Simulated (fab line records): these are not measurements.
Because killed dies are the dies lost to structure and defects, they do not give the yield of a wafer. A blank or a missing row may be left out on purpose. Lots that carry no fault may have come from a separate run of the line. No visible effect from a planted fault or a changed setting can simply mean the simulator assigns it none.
Which tool is to blame? :: flow berkeleyCmos170 :: 42 wafers sampled from 14 lots at 1 step of a route of 331

WHAT THE GAUGES READ, wafer by wafer
UCB170_M1_CD_MEAS_09: target cd 700 nm.
lot: L225
measured: day 7 01:22
on: cdSem-01
cdNm (nm): 699.7 701.3 701.1

lot: L226
measured: day 7 03:47
on: cdSem-02
cdNm (nm): 698.2 698.4 699.1

lot: L227
measured: day 7 15:23
on: cdSem-02
cdNm (nm): 699.7 701.0 701.1

lot: L229
measured: day 8 00:10
on: cdSem-02
cdNm (nm): 699.5 699.9 699.5

lot: L230
measured: day 8 09:38
on: cdSem-01
cdNm (nm): 698.6 697.0 696.7

lot: L231
measured: day 8 19:47
on: cdSem-01
cdNm (nm): 702.4 700.8 700.4

lot: L233
measured: day 8 22:11
on: cdSem-01
cdNm (nm): 701.4 702.0 700.9

lot: L236
measured: day 9 09:21
on: cdSem-01
cdNm (nm): 698.6 699.8 699.7

lot: L241
measured: day 10 02:52
on: cdSem-02
cdNm (nm): 702.4 700.9 701.7

lot: L237
measured: day 10 03:09
on: cdSem-02
cdNm (nm): 700.2 701.2 702.6

lot: L240
measured: day 10 03:32
on: cdSem-02
cdNm (nm): 697.7 698.5 698.2

lot: L239
measured: day 10 03:46
on: cdSem-02
cdNm (nm): 699.5 699.6 699.7

lot: L247
measured: day 11 13:08
on: cdSem-02
cdNm (nm): 702.5 702.4 702.0

lot: L245
measured: day 11 13:25
on: cdSem-01
cdNm (nm): 700.9 701.4 702.2

EACH LOT AND THE TOOL THAT RAN IT (in order: tool; ch and the chambers of the sampled wafers; start)
No process step before these readings appears in the record.

WHAT THE TOOLS THEMSELVES READ (means of the sampled wafers that have a number; where no wafer has one, the mark that the record gives instead)
The record holds no such reading with a usual standard deviation.

THE ANSWER, worked out from the rows above alone
Rule: usual is defined by the lots themselves. The widest of any qualifying gaps counts: lots, ordered by their means at a reading, are off when they make up no more than a third of the lots, leave a main group of 4 or more, and stand apart from it by 3 or more times the standard deviation of that group's means. A main group is skipped when, at the precision printed for the reading in the tables above, its means are all equal. A lot without any number at a reading at which 4 lots or more have one is off too. Any other lot the step has rows for is counted as sound. The gauges are gone through in route order, then the tools' own readings, and for those a lot's mean is taken as printed above. The first step at which some lot is off is used, and at that step the reading that is off furthest; a lot without a number counts as furthest.
Across all readings shown, no lot is off: no conclusion can be drawn from this.

WHAT HAD BEEN PUT IN BY THE SIMULATOR
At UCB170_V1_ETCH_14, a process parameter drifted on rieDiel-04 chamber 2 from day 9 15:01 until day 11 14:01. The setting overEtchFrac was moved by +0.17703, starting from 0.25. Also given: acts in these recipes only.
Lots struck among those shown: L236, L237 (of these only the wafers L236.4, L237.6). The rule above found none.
